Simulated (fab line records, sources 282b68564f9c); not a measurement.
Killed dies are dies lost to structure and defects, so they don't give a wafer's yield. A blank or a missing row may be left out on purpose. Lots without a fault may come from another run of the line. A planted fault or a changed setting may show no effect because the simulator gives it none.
Which tool did it? | flow rit_cmos | 14 lots, 42 wafers sampled, at 2 steps of a route of 202

WHAT THE GAUGES READ, wafer by wafer
The record holds no reading of a measuring or inspecting step that can be judged against a usual standard deviation.

WHICH TOOL RAN EACH LOT (tool, then ch and the chambers of the sampled wafers, then the start)
lot  | RIT_PLDD_SOFTBAKE_02             | RIT_M1_PROBE_99
L889 | litho_track-04 ch 0, day 2 21:02 | -
L890 | litho_track-02 ch 0, day 3 03:21 | -
L891 | litho_track-04 ch 0, day 3 05:50 | -
L894 | litho_track-04 ch 0, day 4 00:05 | prober-02, day 4 14:22
L895 | litho_track-02 ch 0, day 4 01:59 | prober-01, day 4 16:29
L896 | litho_track-02 ch 0, day 4 11:20 | -
L897 | litho_track-02 ch 0, day 4 15:15 | -
L898 | litho_track-03 ch 0, day 4 22:38 | prober-02, day 5 13:25
L900 | litho_track-03 ch 0, day 5 06:22 | -
L901 | litho_track-02 ch 0, day 5 11:19 | -
L902 | litho_track-04 ch 0, day 5 16:24 | prober-01, day 6 07:16
L904 | litho_track-03 ch 0, day 6 00:30 | -
L905 | litho_track-04 ch 0, day 6 04:15 | prober-02, day 6 19:47
L906 | litho_track-03 ch 0, day 6 12:19 | -
- RIT_PLDD_SOFTBAKE_02: time 60 s.
- RIT_M1_PROBE_99

WHAT THE TOOLS THEMSELVES READ (means of the sampled wafers that have a number; where no wafer has one, the mark that the record gives instead)
RIT_PLDD_SOFTBAKE_02.
lot  | tool           | run_length_s (s)
L889 | litho_track-04 | 88.89
L890 | litho_track-02 | 88.99
L891 | litho_track-04 | 88.73
L894 | litho_track-04 | 88.91
L895 | litho_track-02 | 88.93
L896 | litho_track-02 | 88.92
L897 | litho_track-02 | 89.04
L898 | litho_track-03 | 88.95
L900 | litho_track-03 | 88.97
L901 | litho_track-02 | 88.88
L902 | litho_track-04 | 88.89
L904 | litho_track-03 | 97.42
L905 | litho_track-04 | 88.92
L906 | litho_track-03 | 97.23

RIT_M1_PROBE_99.
lot  | tool      | killed_at_contacts | killed_at_front_end | killed_dies | killed_on_rim | killed_open | killed_short
L894 | prober-02 | 0.3                | 5.3                 | 5.7         | 2.0           | 1.7         | 4.0
L895 | prober-01 | 0.3                | 8.7                 | 9.0         | 2.3           | 5.3         | 3.7
L898 | prober-02 | 0.0                | 8.3                 | 8.3         | 3.3           | 2.7         | 5.7
L902 | prober-01 | 0.0                | 6.7                 | 6.7         | 3.0           | 4.3         | 2.3
L905 | prober-02 | 0.0                | 4.0                 | 4.0         | 0.3           | 1.0         | 3.0

THE ANSWER, worked out from the rows above alone
Rule: what is usual is taken from the lots themselves. Put in order of their means at a reading, lots are off if they are a third of the lots or fewer, leave a main group of 4 or more, and stand apart from it by a gap of 3 or more times the standard deviation of the main group's means; of several such gaps the widest counts. A main group whose means are all the same, to the digits that the tables above print for the reading, isn't used. A lot without any number at a reading at which 4 lots or more have one is off too. The other lots that the step has rows for count as sound. The gauges are gone through in route order, then the tools' own readings, and for those a lot's mean is taken as printed above. The first step at which some lot is off is used, and at that step the reading that is off furthest; a lot without a number counts as furthest.
Off: L904, L906, at RIT_PLDD_SOFTBAKE_02 (run_length_s). The main group: mean 88.92 s, standard deviation 0.072.
A tool fits if, at that step or a process step before it, it ran every lot that is off, and no sound lot after the first of them. One fits: litho_track-03 at RIT_PLDD_SOFTBAKE_02. Its last sound lot is L900 (day 5 06:22), its first lot that is off L904 (day 6 00:30): a fault that began between those two fits.
The tool's own readings at RIT_PLDD_SOFTBAKE_02 bear it out: on the lots that are off they differ by more than 5 times the standard deviation of the sound lots' means. run_length_s reads 97.33 s there against 88.92 s on the sound lots.

WHAT THE SIMULATOR HAD PUT IN
Process parameter drift: litho_track-03, from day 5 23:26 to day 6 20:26, at RIT_PLDD_SOFTBAKE_02. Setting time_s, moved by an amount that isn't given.
Lots struck among those shown: L904, L906. The rule above found the same.
